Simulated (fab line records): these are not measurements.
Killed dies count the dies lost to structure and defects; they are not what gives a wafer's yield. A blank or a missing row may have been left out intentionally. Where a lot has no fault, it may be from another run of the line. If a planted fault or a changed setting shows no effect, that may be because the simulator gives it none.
The tool behind it: which one? | flow rit_cmos | 7 lots with 21 wafers sampled at 2 steps, on a route of 202 steps

## WHAT THE GAUGES SHOWED, per wafer
RIT_PRETRO_TW_MEAS_10.
lot  | measured    | on            | PRETRO_TW
L483 | day 2 20:08 | film_metro-02 | 476 476 473
L485 | day 3 04:17 | film_metro-03 | 481 482 484
L487 | day 3 15:51 | film_metro-03 | 480 484 480
L492 | day 4 21:09 | film_metro-04 | 473 474 474
L496 | day 5 22:44 | film_metro-03 | 447 446 445
L502 | day 6 21:20 | film_metro-03 | 477 479 477
L503 | day 7 07:48 | film_metro-03 | 481 478 481

## WHICH TOOL RAN EACH LOT (tool, then ch and the chambers of the sampled wafers, then the start)
lot  | RIT_PRETRO_IMPLANT_08
L483 | implanter-01 ch 0, day 2 19:50
L485 | implanter-02 ch 0, day 3 03:58
L487 | implanter-03 ch 0, day 3 15:34
L492 | implanter-03 ch 0, day 4 20:50
L496 | implanter-03 ch 0, day 5 22:25
L502 | implanter-02 ch 0, day 6 21:01
L503 | implanter-02 ch 0, day 7 07:31
- RIT_PRETRO_IMPLANT_08

## THE ANSWER, worked out from the rows above alone
Rule: usual is defined by the lots themselves. The widest of any qualifying gaps counts: lots, ordered by their means at a reading, are off when they make up no more than a third of the lots, leave a main group of 4 or more, and stand apart from it by 3 or more times the standard deviation of that group's means. A main group is skipped when, at the precision printed for the reading in the tables above, its means are all equal. Also off: a lot with no number at a reading for which 4 or more lots have one. The other lots that the step has rows for count as sound.
Off: L496, at RIT_PRETRO_TW_MEAS_10 (PRETRO_TW). Main group: mean 478, sd 3.2.
A tool fits if, at a process step before that reading, it ran every lot that is off, and no sound lot after the first of them. Gauges at RIT_PRETRO_TW_MEAS_10: tried the same way as those tools. One fits: RIT_PRETRO_IMPLANT_08 on implanter-03. A fault onset in the window from L492 (day 4 20:50, its last sound lot) to L496 (day 5 22:25, its first lot off) fits.

## WHAT WAS PUT IN BY THE SIMULATOR
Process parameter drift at RIT_PRETRO_IMPLANT_08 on implanter-03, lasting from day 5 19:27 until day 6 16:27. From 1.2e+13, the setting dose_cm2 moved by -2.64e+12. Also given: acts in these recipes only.
Struck lots among those shown: L496. Same finding as the rule above.
